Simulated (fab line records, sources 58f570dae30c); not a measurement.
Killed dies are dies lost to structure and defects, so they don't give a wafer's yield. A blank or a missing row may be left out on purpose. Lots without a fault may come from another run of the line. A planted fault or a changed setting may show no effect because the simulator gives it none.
Which tool did it? | flow berkeley_cmos170 | 7 lots, 20 wafers sampled, at 4 steps of a route of 331

WHAT THE GAUGES READ, wafer by wafer
UCB170_SDANNEAL_RS_MEAS_05: measures by four-point-probe.
lot  | measured     | on            | NLDD_RS (ohm/sq)
L851 | day 6 20:06  | film_metro-03 | 624.0 622.6 622.2
L856 | day 7 08:11  | film_metro-03 | 620.8 619.1 620.2
L860 | day 8 16:05  | film_metro-04 | 563.0 561.0 562.6 561.0
L863 | day 9 10:49  | film_metro-04 | 619.4 621.6 619.9
L868 | day 10 12:29 | film_metro-03 | 619.9 620.9 619.0
L870 | day 10 21:44 | film_metro-03 | 621.4 621.0 621.1
L873 | day 11 06:14 | film_metro-04 | 619.1 620.5 619.2

WHICH TOOL RAN EACH LOT (tool, then ch and the chambers of the sampled wafers, then the start)
lot  | UCB170_ZERO_STRIP_07                | UCB170_ACTIVE_SOFTBAKE_09        | UCB170_NLDD_IMPLANT_08
L851 | plasma_asher-01 ch 1, day 2 00:39   | litho_track-04 ch 0, day 4 10:41 | implanter-04 ch 0, day 6 08:02
L856 | plasma_asher-01 ch 1, day 3 00:50   | litho_track-02 ch 0, day 5 03:34 | implanter-02 ch 0, day 6 21:26
L860 | plasma_asher-02 ch 0,1, day 3 21:29 | litho_track-02 ch 0, day 6 00:01 | implanter-03 ch 0, day 7 22:21
L863 | plasma_asher-01 ch 0,1, day 4 15:23 | litho_track-04 ch 0, day 7 00:50 | implanter-02 ch 0, day 8 23:17
L868 | plasma_asher-02 ch 0,1, day 5 12:50 | litho_track-04 ch 0, day 7 21:14 | implanter-04 ch 0, day 9 21:40
L870 | plasma_asher-02 ch 0,1, day 5 22:22 | litho_track-04 ch 0, day 8 05:52 | implanter-04 ch 0, day 10 10:43
L873 | plasma_asher-03 ch 0,1, day 6 12:50 | litho_track-02 ch 0, day 8 15:02 | implanter-03 ch 0, day 10 18:50
- UCB170_ZERO_STRIP_07: strips in O2.
- UCB170_ACTIVE_SOFTBAKE_09: time 60.94 s.
- UCB170_NLDD_IMPLANT_08

THE ANSWER, worked out from the rows above alone
Rule: what is usual is taken from the lots themselves. Put in order of their means at a reading, lots are off if they are a third of the lots or fewer, leave a main group of 4 or more, and stand apart from it by a gap of 3 or more times the standard deviation of the main group's means; of several such gaps the widest counts. A main group whose means are all the same, to the digits that the tables above print for the reading, isn't used. A lot without any number at a reading at which 4 lots or more have one is off too. The other lots that the step has rows for count as sound.
Off: L860, at UCB170_SDANNEAL_RS_MEAS_05 (NLDD_RS). The main group: mean 620.7 ohm/sq, standard deviation 1.1.
A tool fits if, at a process step before that reading, it ran every lot that is off, and no sound lot after the first of them. The gauges at UCB170_SDANNEAL_RS_MEAS_05 are tried like those tools. None of those tried fits.

WHAT THE SIMULATOR HAD PUT IN
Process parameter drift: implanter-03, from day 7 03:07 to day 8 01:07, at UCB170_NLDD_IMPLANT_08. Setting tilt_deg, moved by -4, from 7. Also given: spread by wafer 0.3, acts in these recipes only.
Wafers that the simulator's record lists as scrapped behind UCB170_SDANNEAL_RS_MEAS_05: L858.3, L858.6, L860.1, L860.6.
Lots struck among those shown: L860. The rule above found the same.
